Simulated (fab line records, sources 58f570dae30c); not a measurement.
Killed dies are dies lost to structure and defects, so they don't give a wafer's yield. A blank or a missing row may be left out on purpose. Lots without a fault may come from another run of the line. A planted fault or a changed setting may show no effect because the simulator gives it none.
Which tool did it? | flow berkeley_cmos170 | 14 lots, 42 wafers sampled, at 6 steps of a route of 331

WHAT THE GAUGES READ, wafer by wafer
UCB170_M1_CD_MEAS_90: target cd 700 nm.
lot  | measured     | on        | cd_nm (nm)
L399 | day 7 02:10  | cd_sem-01 | 701.9 703.8 701.6
L398 | day 7 02:33  | cd_sem-02 | 695.7 693.7 698.0
L397 | day 7 02:39  | cd_sem-01 | 700.4 702.6 701.3
L400 | day 8 04:35  | cd_sem-02 | 699.4 697.7 703.1
L403 | day 8 05:13  | cd_sem-02 | 700.7 699.4 702.6
L404 | day 9 01:25  | cd_sem-02 | 699.6 700.3 705.3
L407 | day 9 20:16  | cd_sem-01 | 684.2 682.0 684.2
L411 | day 9 22:35  | cd_sem-02 | 696.8 700.1 696.9
L410 | day 9 23:32  | cd_sem-02 | 680.6 680.8 685.4
L413 | day 10 21:50 | cd_sem-01 | 698.7 700.7 702.0
L412 | day 10 22:12 | cd_sem-02 | 702.8 699.4 704.4
L419 | day 11 11:50 | cd_sem-01 | 701.4 700.2 703.1
L417 | day 11 13:35 | cd_sem-01 | 705.0 700.1 698.5
L420 | day 11 14:19 | cd_sem-02 | 700.7 700.0 700.4

UCB170_M3_THK_MEAS_03: measures by xrf.
lot  | measured     | on            | M3_AL_THK (nm)
L399 | day 7 16:51  | film_metro-01 | 892 896 892
L398 | day 7 17:15  | film_metro-03 | 903 912 907
L397 | day 7 17:28  | film_metro-02 | 879 881 881
L400 | day 8 17:23  | film_metro-02 | 927 909 910
L403 | day 8 17:41  | film_metro-03 | 900 898 899
L404 | day 9 12:56  | film_metro-01 | 899 904 909
L407 | day 10 11:25 | film_metro-03 | 920 914 921
L411 | day 10 15:59 | film_metro-03 | 931 927 933
L410 | day 10 15:42 | film_metro-01 | 919 921 920
L413 | day 11 16:43 | film_metro-03 | 913 903 910
L412 | day 11 13:16 | film_metro-01 | 898 901 909
L419 | day 12 02:27 | film_metro-02 | 896 891 910
L417 | day 12 06:19 | film_metro-03 | 908 913 905
L420 | day 12 05:40 | film_metro-03 | 905 906 915

UCB170_M3_CD_MEAS_15: target cd 700 nm.
lot  | measured     | on        | cd_nm (nm)
L399 | day 7 18:36  | cd_sem-02 | 698.4 699.9 698.7
L398 | day 7 19:01  | cd_sem-01 | 700.2 699.5 700.6
L397 | day 7 19:28  | cd_sem-01 | 699.6 699.7 700.5
L400 | day 8 19:28  | cd_sem-02 | 698.5 698.6 698.0
L403 | day 8 20:08  | cd_sem-02 | 700.6 701.6 699.3
L404 | day 9 15:15  | cd_sem-01 | 700.6 699.9 699.9
L407 | day 10 13:51 | cd_sem-01 | 703.3 703.2 704.0
L411 | day 10 19:47 | cd_sem-01 | 702.4 701.7 702.0
L410 | day 10 19:36 | cd_sem-01 | 701.5 699.7 699.7
L413 | day 11 22:39 | cd_sem-02 | 699.7 698.4 700.2
L412 | day 11 17:06 | cd_sem-02 | 700.8 701.1 701.0
L419 | day 12 04:49 | cd_sem-01 | 701.8 702.6 701.6
L417 | day 12 09:05 | cd_sem-02 | 698.1 700.3 698.7
L420 | day 12 08:24 | cd_sem-02 | 699.9 698.7 699.9

WHICH TOOL RAN EACH LOT (tool, then ch and the chambers of the sampled wafers, then the start)
lot  | UCB170_M1_METAL_ETCH_12           | UCB170_M1_STRIP_13                   | UCB170_M2_STRIP_07
L399 | rie_metal-03 ch 0, day 7 01:47    | plasma_asher-04 ch 0,1, day 7 01:55  | plasma_asher-03 ch 1, day 7 11:59
L398 | rie_metal-02 ch 0,1, day 7 02:19  | plasma_asher-01 ch 0,1, day 7 02:26  | plasma_asher-01 ch 0,1, day 7 12:16
L397 | rie_metal-03 ch 0,1, day 7 02:25  | plasma_asher-04 ch 0,1, day 7 02:33  | plasma_asher-02 ch 0, day 7 12:29
L400 | rie_metal-04 ch 0,1, day 8 04:22  | plasma_asher-02 ch 0,1, day 8 04:29  | plasma_asher-01 ch 0,1, day 8 12:12
L403 | rie_metal-03 ch 0,1, day 8 04:59  | plasma_asher-02 ch 0,1, day 8 05:07  | plasma_asher-02 ch 0,1, day 8 12:28
L404 | rie_metal-02 ch 0,1, day 9 01:04  | plasma_asher-01 ch 0,1, day 9 01:12  | plasma_asher-03 ch 0,1, day 9 08:01
L407 | rie_metal-02 ch 0,1, day 9 20:01  | plasma_asher-02 ch 0,1, day 9 20:09  | plasma_asher-02 ch 0,1, day 10 04:27
L411 | rie_metal-03 ch 0,1, day 9 22:20  | plasma_asher-01 ch 1, day 9 22:28    | plasma_asher-01 ch 0,1, day 10 07:37
L410 | rie_metal-02 ch 0,1, day 9 23:18  | plasma_asher-02 ch 0,1, day 9 23:26  | plasma_asher-01 ch 0,1, day 10 07:10
L413 | rie_metal-04 ch 0,1, day 10 21:35 | plasma_asher-04 ch 0,1, day 10 21:43 | plasma_asher-02 ch 0,1, day 11 11:03
L412 | rie_metal-03 ch 0,1, day 10 21:58 | plasma_asher-02 ch 0,1, day 10 22:06 | plasma_asher-03 ch 0,1, day 11 08:35
L419 | rie_metal-04 ch 0,1, day 11 11:36 | plasma_asher-02 ch 0,1, day 11 11:44 | plasma_asher-01 ch 0,1, day 11 19:04
L417 | rie_metal-03 ch 0,1, day 11 13:20 | plasma_asher-01 ch 0,1, day 11 13:28 | plasma_asher-01 ch 0,1, day 12 00:40
L420 | rie_metal-04 ch 0,1, day 11 14:04 | plasma_asher-04 ch 0,1, day 11 14:12 | plasma_asher-02 ch 0,1, day 12 00:27
- UCB170_M1_METAL_ETCH_12: etches Al in Cl2/BCl3, stops on PSG, target depth 780 nm, time 130 s.
- UCB170_M1_STRIP_13: strips in O2.
- UCB170_M2_STRIP_07: strips in O2.

WHAT THE TOOLS THEMSELVES READ (means of the sampled wafers that have a number; where no wafer has one, the mark that the record gives instead)
UCB170_M1_METAL_ETCH_12.
lot  | tool         | drypump_motor_current_A (A) | oes_product_au (a.u.) | throttle_valve_pct (%)
L399 | rie_metal-03 | 5.8                         | 0.865                 | 24.13
L398 | rie_metal-02 | 5.9                         | 0.864                 | 24.39
L397 | rie_metal-03 | 5.7                         | 0.877                 | 24.24
L400 | rie_metal-04 | 5.0                         | 0.850                 | 24.61
L403 | rie_metal-03 | 5.7                         | 0.877                 | 24.35
L404 | rie_metal-02 | 5.9                         | 0.861                 | 24.38
L407 | rie_metal-02 | 6.1                         | 0.860                 | 24.36
L411 | rie_metal-03 | 5.7                         | 0.876                 | 24.35
L410 | rie_metal-02 | 5.9                         | 0.855                 | 24.38
L413 | rie_metal-04 | 5.0                         | 0.846                 | 24.55
L412 | rie_metal-03 | 5.7                         | 0.870                 | 24.36
L419 | rie_metal-04 | 5.0                         | 0.848                 | 24.63
L417 | rie_metal-03 | 5.7                         | 0.876                 | 24.35
L420 | rie_metal-04 | 5.0                         | 0.854                 | 24.55

UCB170_M1_STRIP_13.
lot  | tool            | drypump_motor_current_A (A) | oes_product_au (a.u.)
L399 | plasma_asher-04 | 6.2                         | 0.721
L398 | plasma_asher-01 | 6.3                         | 0.719
L397 | plasma_asher-04 | 5.8                         | 0.718
L400 | plasma_asher-02 | 6.0                         | 0.724
L403 | plasma_asher-02 | 6.0                         | 0.719
L404 | plasma_asher-01 | 5.9                         | 0.724
L407 | plasma_asher-02 | 6.1                         | 0.527
L411 | plasma_asher-01 | 6.8                         | 0.720
L410 | plasma_asher-02 | 6.0                         | 0.522
L413 | plasma_asher-04 | 5.8                         | 0.719
L412 | plasma_asher-02 | 6.0                         | 0.723
L419 | plasma_asher-02 | 6.0                         | 0.719
L417 | plasma_asher-01 | 5.9                         | 0.721
L420 | plasma_asher-04 | 6.1                         | 0.722

UCB170_M2_STRIP_07.
lot  | tool            | drypump_motor_current_A (A) | oes_product_au (a.u.) | strip_time_to_endpoint_s (s)
L399 | plasma_asher-03 | 5.6                         | 0.732                 | 21.95
L398 | plasma_asher-01 | 6.3                         | 0.731                 | 22.02
L397 | plasma_asher-02 | 6.2                         | 0.730                 | 22.10
L400 | plasma_asher-01 | 6.3                         | 0.734                 | 21.96
L403 | plasma_asher-02 | 6.1                         | 0.735                 | 21.99
L404 | plasma_asher-03 | 5.3                         | 0.734                 | 21.94
L407 | plasma_asher-02 | 6.1                         | 0.739                 | 21.91
L411 | plasma_asher-01 | 5.9                         | 0.735                 | 21.89
L410 | plasma_asher-01 | 6.3                         | 0.734                 | 21.91
L413 | plasma_asher-02 | 6.0                         | 0.739                 | 22.05
L412 | plasma_asher-03 | 5.3                         | 0.732                 | 21.95
L419 | plasma_asher-01 | 6.3                         | 0.735                 | 21.97
L417 | plasma_asher-01 | 5.9                         | 0.735                 | 21.98
L420 | plasma_asher-02 | 6.0                         | 0.729                 | 22.06

THE ANSWER, worked out from the rows above alone
Rule: what is usual is taken from the lots themselves. Put in order of their means at a reading, lots are off if they are a third of the lots or fewer, leave a main group of 4 or more, and stand apart from it by a gap of 3 or more times the standard deviation of the main group's means; of several such gaps the widest counts. A main group whose means are all the same, to the digits that the tables above print for the reading, isn't used. A lot without any number at a reading at which 4 lots or more have one is off too. The other lots that the step has rows for count as sound. The gauges are gone through in route order, then the tools' own readings, and for those a lot's mean is taken as printed above. The first step at which some lot is off is used, and at that step the reading that is off furthest; a lot without a number counts as furthest.
Off: L407, L410, at UCB170_M1_CD_MEAS_90 (cd_nm). The main group: mean 700.5 nm, standard deviation 1.8.
A tool fits if, at a process step before that reading, it ran every lot that is off, and no sound lot after the first of them. The gauges at UCB170_M1_CD_MEAS_90 aren't tried: what is off there is off at UCB170_M1_STRIP_13 too, on other tools, and a gauge's error can't cause that. One fits: rie_metal-02 at UCB170_M1_METAL_ETCH_12. Its last sound lot is L404 (day 9 01:04), its first lot that is off L407 (day 9 20:01): a fault that began between those two fits.

WHAT THE SIMULATOR HAD PUT IN
Process parameter drift: rie_metal-02, from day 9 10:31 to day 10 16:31, at UCB170_M1_METAL_ETCH_12. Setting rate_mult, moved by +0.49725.
Lots struck among those shown: L407, L410. The rule above found the same.
